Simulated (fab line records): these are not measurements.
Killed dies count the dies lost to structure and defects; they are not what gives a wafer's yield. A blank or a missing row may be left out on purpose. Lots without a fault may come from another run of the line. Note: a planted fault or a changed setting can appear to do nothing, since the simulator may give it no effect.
fab line records    flow ritCmos
record lots=7  wafers=21  lastDay=7
route steps=202 shown NLDD@105 PLDD@114
lots untouched by any fault: they come from a run of this same line in which no faults occurred
startH: hours from the record's opening day to when the first of the lot's shown wafers began    waitH: time in hours since the lot's previous step    " unchanged from the row above    L1.1+2: several wafers, shown together as one row    - value missing, or start not given    * or withheld: withheld    < > ~ a bound
route shown NAME@n: a module of which the file shows steps, and the number in the route of the first    usual: mean and standard deviation over wafers with no fault    same: alike in all rows    chamber/n: place in a boat    sites: readings site by site    _std_site: the standard deviation of these    _edge_site: the outer-site mean with the inner-site mean subtracted    radiusMm: for every site, how far away it sits from the centre of the wafer    mask NAME#n: copy n    behind: the tool/chamber that last shaped the wafer    hold: why the lot was held/for how many hours/how that ended    device: names the non-switching transistor (n, p or np)    end of line: the tests these same wafers got at the end of their route    where a step has no rows: the recipe by itself    killed: the dies lost at the first sort to structure and to defects; this is not the yield of the wafer    map: per-die view of a wafer (x killed, . not killed, _ where there is no die)
set.NAME: the run value of the setting; set.NAME@STEP: its run value at that earlier step    model.NAME: the simulator's own value behind a step, which no gauge read
a table for each step, a row for each wafer; lots at some steps of the route
services: when a tool's chamber went out of use (startH, in hours from the record's first day, below 0 if earlier), for how many hours, and the reason
## steps
# step RIT_NLDD_SOFTBAKE_02
# recipe resist=NOVOLAK  tempC=90  timeS=60
# step RIT_NLDD_EXPOSE_03
# recipe maskId=M7  na=0.57  targetCdNm=40700  doseMj=250
# step RIT_NLDD_PEB_04
# recipe resist=NOVOLAK  tempC=withheld  timeS=withheld
# step RIT_NLDD_DEVELOP_05
# recipe resist=NOVOLAK  developTimeS=50  devTempC=23
# step RIT_NLDD_OVL_MEAS_06
# usual NLDD_OVL=-0.2/1.1
lot.wafer  tool        chamber  startH  waitH  NLDD_OVL[nm]
L819.2     overlay-01  -        56.93   -      0.2
L819.3     "           -        "       "      1.1
L819.6     "           -        "       "      1.5
L827.2     overlay-02  -        96.97   -      0.6
L827.4     "           -        "       "      0.5
L827.6     "           -        "       "      2.0
L828.1     overlay-01  -        102.62  -      -1.6
L828.3     "           -        "       "      1.7
L828.4     "           -        "       "      -1.8
L829.1     overlay-02  -        109.10  -      0.7
L829.2     "           -        "       "      0.5
L829.6     "           -        "       "      -1.2
L831.1     overlay-01  -        117.15  -      -1.3
L831.5     "           -        "       "      -0.1
L831.6     "           -        "       "      -1.1
L833.1     overlay-01  -        128.63  -      -0.8
L833.4     "           -        "       "      -1.2
L833.5     "           -        "       "      -1.2
L838.3     overlay-02  -        152.39  -      0.8
L838.5     "           -        "       "      -0.6
L838.6     "           -        "       "      0.4
# step RIT_NLDD_HARDBAKE_07
# recipe resist=NOVOLAK  tempC=140  timeS=60
# step RIT_NLDD_IMPLANT_08
# recipe species=P  energyKev=20  doseCm2=5e+14  tiltDeg=7
# step RIT_NLDD_STRIP_09
# recipe chemistry=O2  timeS=180  resist=NOVOLAK  platenTempC=withheld  powerW=500  pressureMtorr=4000  o2FlowSccm=4000
# usual drypumpMotorCurrentA=5.8/0.47
lot.wafer  tool            chamber  startH  waitH  drypumpMotorCurrentA  rfHoursCounterH
L819.2     plasmaAsher-03  1        57.30   0.1    5.7                   27
L819.3     "               0        "       "      5.9                   -
L819.6     "               0        "       "      6.0                   -
L827.2     plasmaAsher-02  1        97.30   0.1    5.7                   47
L827.4     "               1        "       "      5.7                   -
L827.6     "               1        "       "      5.7                   -
L828.1     plasmaAsher-02  1        102.96  0.1    5.7                   47
L828.3     "               1        "       "      5.8                   -
L828.4     "               0        "       "      6.5                   -
L829.1     plasmaAsher-03  0        109.43  0.1    5.9                   30
L829.2     "               1        "       "      5.7                   30
L829.6     "               0        "       "      6.0                   -
L831.1     plasmaAsher-02  1        117.51  0.1    5.7                   49
L831.5     "               0        "       "      6.5                   -
L831.6     "               1        "       "      5.7                   -
L833.1     plasmaAsher-02  0        128.97  0.1    6.4                   51
L833.4     "               0        "       "      6.4                   -
L833.5     "               0        "       "      6.5                   -
L838.3     plasmaAsher-04  0        152.77  0.1    4.8                   -
L838.5     "               0        "       "      4.8                   -
L838.6     "               1        "       "      5.2                   -
# step RIT_NLDD_TW_MEAS_10
# usual NLDD_TW=2533/22
lot.wafer  tool          chamber  startH  waitH  NLDD_TW
L819.2     filmMetro-03  -        57.49   0.1    2559
L819.3     "             -        "       "      2564
L819.6     "             -        "       "      2564
L827.2     filmMetro-03  -        97.49   0.1    2557
L827.4     "             -        "       "      2551
L827.6     "             -        "       "      2538
L828.1     filmMetro-03  -        103.13  0.1    2553
L828.3     "             -        "       "      2555
L828.4     "             -        "       "      2549
L829.1     filmMetro-03  -        109.61  0.1    2541
L829.2     "             -        "       "      2556
L829.6     "             -        "       "      2549
L831.1     filmMetro-04  -        117.68  0.1    2528
L831.5     "             -        "       "      2515
L831.6     "             -        "       "      2514
L833.1     filmMetro-02  -        129.15  0.1    2520
L833.4     "             -        "       "      2523
L833.5     "             -        "       "      2509
L838.3     filmMetro-04  -        152.90  0.1    2520
L838.5     "             -        "       "      2519
L838.6     "             -        "       "      2535
# step RIT_PLDD_HMDS_00
# recipe primeTimeS=60  primeTempC=140
# step RIT_PLDD_COAT_01
# recipe resist=NOVOLAK  spinRpm=3250  resistThkNm=1000
# step RIT_PLDD_SOFTBAKE_02
# recipe resist=NOVOLAK  tempC=90  timeS=60
# step RIT_PLDD_EXPOSE_03
# recipe maskId=M8  na=0.57  targetCdNm=40900  doseMj=250
# usual exposureDoseMJCm2=249.99/0.26  focusOffsetNm=0.0/0.47
lot.wafer  tool             chamber  startH  waitH  mask  exposureDoseMJCm2  focusOffsetNm
L819.2     ilineStepper-02  0        58.01   0.1    M8#0  250.20             0.3
L819.3     "                0        "       "      M8#0  250.23             -0.4
L819.6     "                0        "       "      M8#0  249.98             0.4
L827.2     ilineStepper-01  -        98.00   0.1    M8#0  -                  -
L827.4     "                -        "       "      M8#0  -                  -
L827.6     "                -        "       "      M8#0  -                  -
L828.1     ilineStepper-01  -        103.64  0.1    M8#0  -                  -
L828.3     "                -        "       "      M8#0  -                  -
L828.4     "                -        "       "      M8#0  -                  -
L829.1     ilineStepper-01  -        110.18  0.1    M8#0  -                  -
L829.2     "                -        "       "      M8#0  -                  -
L829.6     "                -        "       "      M8#0  -                  -
L831.1     ilineStepper-01  0        118.19  0.1    M8#0  249.83             -0.1
L831.5     "                0        "       "      M8#0  249.74             -0.4
L831.6     "                0        "       "      M8#0  249.74             0.1
L833.1     ilineStepper-02  0        129.91  0.2    M8#0  250.53             0.6
L833.4     "                0        "       "      M8#0  249.93             1.0
L833.5     "                0        "       "      M8#0  250.11             -0.1
L838.3     ilineStepper-02  0        153.43  0.1    M8#0  249.94             0.4
L838.5     "                0        "       "      M8#0  250.25             0.2
L838.6     "                0        "       "      M8#0  250.08             -0.5
# step RIT_PLDD_PEB_04
# recipe resist=NOVOLAK  tempC=withheld  timeS=withheld
## services
tool             chamber  startH  hours  kind
ilineStepper-01  0        36.84   -      calibration
plasmaAsher-03   -        74.96   24.9   pm
ilineStepper-02  -        97.56   2.5    repair
plasmaAsher-04   -        108.75  9.0    pm
plasmaAsher-04   0        108.75  9.0    ventCycle
plasmaAsher-04   1        108.75  9.0    ventCycle
plasmaAsher-04   0        117.75  -      clean
plasmaAsher-04   1        117.75  -      clean
ilineStepper-01  -        119.86  1.7    pm
plasmaAsher-03   -        142.42  14.6   pm
## key
firstSign step=RIT_PLDD_EXPOSE_03  reading=toolRecord  direction=missing
effect none on later readings
metAt RIT_PLDD_EXPOSE_03
struckWafers L827.2,L827.4,L827.6,L828.1,L828.3,L828.4,L829.1,L829.2,L829.6
sortLeftOut L827.2,L827.4,L827.6,L828.1,L828.3,L828.4,L829.1,L829.2,L829.6
testerLeftOut L827,L828,L829
fault kind=skippedStepWhole  tool=ilineStepper-01  chamber=-  onsetH=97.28  steps=RIT_PLDD_EXPOSE_03  scope=struckLotsOnly
# testerLeftOut: of these lots the tester's yield and bins aren't shown, on N5 and GAA mostly nor the transistor test; their killed dies are dies lost to structure and defects alone, not to doping, threshold or leakage, so they don't give the yield
# sortLeftOut: the simulated sort isn't trusted on such a fault, so these wafers' sort isn't shown, and their yield isn't known
